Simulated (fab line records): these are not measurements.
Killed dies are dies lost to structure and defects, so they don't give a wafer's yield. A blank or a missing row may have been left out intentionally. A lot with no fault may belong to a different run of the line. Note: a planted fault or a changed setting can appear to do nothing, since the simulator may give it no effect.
Split-lot experiment    flow berkeleyCmos170    23 wafers read across 5 lots, on a route 331 steps long

== ON THE SPLIT ==
At UCB170_PWELL_CVD_05 (deposits Si3N4 from SiH2Cl2/NH3, target thk 220 nm, time 3300 s), the setting tempC was moved away from the recipe's 800 C on 20 of the 23 wafers read, by -1.4% to +2.5%. For the rest of the wafers, this setting stayed at what the recipe calls for.

== FROM THE SPLIT TO THE READING: what the file shows between them, 4 steps ==
- UCB170_PWELL_THK_MEAS_06
- UCB170_PWELL_HMDS_07: prime time 60 s
- UCB170_PWELL_COAT_08: resist thk 900 nm
- UCB170_PWELL_DEVELOP_12: develop time 45 s

== THE READING ==
oesProductAu, in a.u., at UCB170_PWELL_ETCH_14 (etches Si3N4 in CH3F/Ar/O2, stops on SiO2, target depth 242 nm, time 151 s). Typical for fault-free wafers on this fab line: 0.943 a.u., with standard deviation 0.013 a.u.

wafer   tool, chamber at the split  tempC as run, C  against the recipe  oesProductAu, a.u.  against lot-mates on the recipe
L074.1  lpcvd-01, 1                 800              recipe              0.945               -
L074.5  lpcvd-01, 1                 800              recipe              0.937               -
L074.6  lpcvd-01, 1                 800              recipe              0.941               -
L076.1  -, -                        788.8            -1.4%               0.838               no lot-mate on the recipe
L076.3  -, -                        788.8            -1.4%               0.835               no lot-mate on the recipe
L076.4  -, -                        788.8            -1.4%               0.833               no lot-mate on the recipe
L076.5  -, -                        788.8            -1.4%               0.828               no lot-mate on the recipe
L076.6  -, -                        788.8            -1.4%               0.841               no lot-mate on the recipe
L083.1  -, -                        789.9            -1.3%               0.842               no lot-mate on the recipe
L083.3  -, -                        789.9            -1.3%               0.824               no lot-mate on the recipe
L083.4  -, -                        789.9            -1.3%               0.811               no lot-mate on the recipe
L083.5  -, -                        789.9            -1.3%               0.826               no lot-mate on the recipe
L083.6  -, -                        789.9            -1.3%               0.842               no lot-mate on the recipe
L085.1  -, -                        788.8            -1.4%               0.829               no lot-mate on the recipe
L085.2  -, -                        788.8            -1.4%               0.850               no lot-mate on the recipe
L085.4  -, -                        788.8            -1.4%               0.856               no lot-mate on the recipe
L085.5  -, -                        788.8            -1.4%               0.833               no lot-mate on the recipe
L085.6  -, -                        788.8            -1.4%               0.847               no lot-mate on the recipe
L084.1  -, -                        819.7            +2.5%               1.007               no lot-mate on the recipe
L084.2  -, -                        819.7            +2.5%               0.989               no lot-mate on the recipe
L084.4  -, -                        819.7            +2.5%               0.973               no lot-mate on the recipe
L084.5  -, -                        819.7            +2.5%               0.996               no lot-mate on the recipe
L084.6  -, -                        819.7            +2.5%               0.981               no lot-mate on the recipe

THE FIT
A straight line over all 23 wafers: oesProductAu changes by +0.0411 a.u. for each +1% of tempC; r = +0.95; the points scatter about the line by 0.022 a.u.
Too few moved wafers with a lot-mate on the recipe to fit a line net of each lot's own level.

== THE WHOLE CHAIN: every reading that the file lists as answering this split, in the file's order ==
step                      what it does                                                                reading                                                                       change (the file's fit)                   r (the file's)
UCB170_PWELL_CVD_05       deposits Si3N4 from SiH2Cl2/NH3, target thk 220 nm, time 3300 s             Si3N4_of_PWELL_CVD_05.thkNm (the simulator's own value, which no gauge read)  +34.5 nm for each +1% of the setting      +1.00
UCB170_PWELL_THK_MEAS_06                                                                              PWELL_NITRIDE_THK                                                             +34.5 for each +1% of the setting         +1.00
UCB170_PWELL_ETCH_14      etches Si3N4 in CH3F/Ar/O2, stops on SiO2, target depth 242 nm, time 151 s  oesProductAu                                                                  +0.0411 a.u. for each +1% of the setting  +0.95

== THE FILE'S OWN FIT ==
oesProductAu changes by +0.0411 a.u. for each +1% of tempC, r = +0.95.
